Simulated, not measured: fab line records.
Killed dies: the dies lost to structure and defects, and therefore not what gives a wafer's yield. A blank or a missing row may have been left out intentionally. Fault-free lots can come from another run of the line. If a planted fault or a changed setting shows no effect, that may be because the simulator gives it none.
Comparing a struck lot with a sound one | flow rit cmos | 15 steps out of a route of 202
Sound: wafers L855.2, L855.4, L855.6. Wafers struck: L868.4, L868.5, L868.6. At the end, the cause is stated.
Per side, at each step with rows, come the tool, then ch with its chambers, and then its first start. Under that, the readings that differ: sound wafers | struck wafers | difference of the means | sigmas: that difference in standard deviations of wafers without a fault.
alike: a reading whose means differ by less than 2 such deviations, as well as words and numbers matching on both sides. not compared: withheld readings; readings where some wafer has no value; bounds like >300 that might hide an equal value; numbers whose values overlap and for which the record gives no deviation.
The two part at a step that has a row with sigmas, a row that says differs or no value, or rows on one side only. Numbers that have no deviation but don't overlap get no sigmas and don't part them. A reading missing from all wafers of one side parts the sides only when that side holds two or more wafers.

RIT_SILICIDE_RTA_06: time 10 s, ramp up 5 s, ramp down 10 s.
  sound on rtp anneal-02 ch 0, day 3 12:26; struck on rtp anneal-01 ch 0, day 6 06:27
  alike: wafer_temp_C_max
RIT_CONTACT_CVD_00: deposits SiO2 from TEOS, target thk 400 nm, time 61 s.
  sound on pecvd-04 ch 1,2, day 3 12:30; struck on pecvd-01 ch 0,1,2, day 6 06:31
  alike: heater power w
RIT_CONTACT_THK_MEAS_01:
  sound: film metro-02 at day 3 12:34; struck: film metro-03 at day 6 06:34
  alike: CONTACT_TEOS_THK
then, 6 steps without rows for these wafers: RIT_CONTACT_HMDS_02 (prime time 60 s); RIT_CONTACT_COAT_03 (resist thk 1000 nm); RIT_CONTACT_SOFTBAKE_04 (time 60 s); RIT_CONTACT_EXPOSE_05 (exposes mask M11, target cd 1000 nm); RIT_CONTACT_PEB_06; RIT_CONTACT_DEVELOP_07 (develop time 120 s).
RIT_CONTACT_CD_MEAS_08 targets a cd of 1000 nm.
  sound: cd sem-02 at day 3 13:36; struck: cd sem-02 at day 6 07:37
  alike: cd nm
RIT_CONTACT_OVL_MEAS_09:
  sound: overlay-01 at day 3 13:42; struck: overlay-02 at day 6 07:42
  alike: CONTACT_OVL
then, 1 step without rows for these wafers: RIT_CONTACT_HARDBAKE_10 (time 60 s).
RIT_CONTACT_ETCH_11: etches SiO2 in CHF3/CF4/Ar, stops on TiSi2, target depth 480 nm, time 320 s.
  sound on rie diel-02 ch 1,2, day 3 13:53; struck on rie diel-04 ch 0,1, day 6 07:53
  reading                                      | sound             | struck            | difference | sigmas
  over etch frac                               | 0.2 0.2 0.2       | 0.7 0.7 0.7       | +0.5       |
  model.NOVOLAK_of_CONTACT_COAT_03.thk nm (nm) | 771.7 766.6 770.2 | 715.1 717.7 715.3 | -53.5      |
  alike: drypump motor current A, oes product au, throttle valve pct
  not compared: rf hours counter h
RIT_CONTACT_STRIP_12: strips in O2, time 180 s.
  sound on plasma asher-02 ch 0,1, day 3 14:05; struck on plasma asher-02 ch 0,1, day 6 08:09
  alike: drypump motor current A
  not compared: rf hours counter h
RIT_M1_PROBE_99:
  sound: prober-02 at day 3 18:47; struck: prober-01 at day 6 13:03
  reading                                                 | sound                | struck               | difference | sigmas
  model.etest.nmos_0p15.junction log10 a um               | -13.35 -13.54 -13.42 | -10.96 -11.1 -10.8   | +2.48      |
  model.etest.nmos narrow.off log10 a um                  | -13.13 -13.22 -13.23 | -10.95 -11.1 -10.8   | +2.24      |
  model.etest.nmos_0p3.off log10 a um                     | -12.88 -13.07 -12.82 | -10.95 -11.1 -10.8   | +1.97      |
  model.etest.gate end array.leak log10 a um              | -12.73 -12.87 -12.58 | -10.8 -10.89 -10.61  | +2.0       |
  model.etest.pmos_0p15.junction log10 a um               | -13.78 -13.8 -13.67  | -11.95 -12.09 -11.8  | +1.80      |
  model.etest.contact diode array.leak log10 a (angstrom) | -9.209 -9.518 -9.443 | -7.649 -7.718 -7.429 | +1.791     |
  model.etest.pmos_0p3.off log10 a um                     | -12.92 -12.9 -12.83  | -11.91 -12.05 -11.78 | +0.97      |
  model.etest.select edge diode n.leak log10 a (angstrom) | -9.778 -9.507 -9.654 | -8.822 -9.106 -8.554 | +0.819     |
  alike: killed_at_M0_to_M3, killed at front end, killed dies, killed open, killed short

## WHERE THEY PART
Nowhere in this record.

WHY: whatever the simulator had introduced
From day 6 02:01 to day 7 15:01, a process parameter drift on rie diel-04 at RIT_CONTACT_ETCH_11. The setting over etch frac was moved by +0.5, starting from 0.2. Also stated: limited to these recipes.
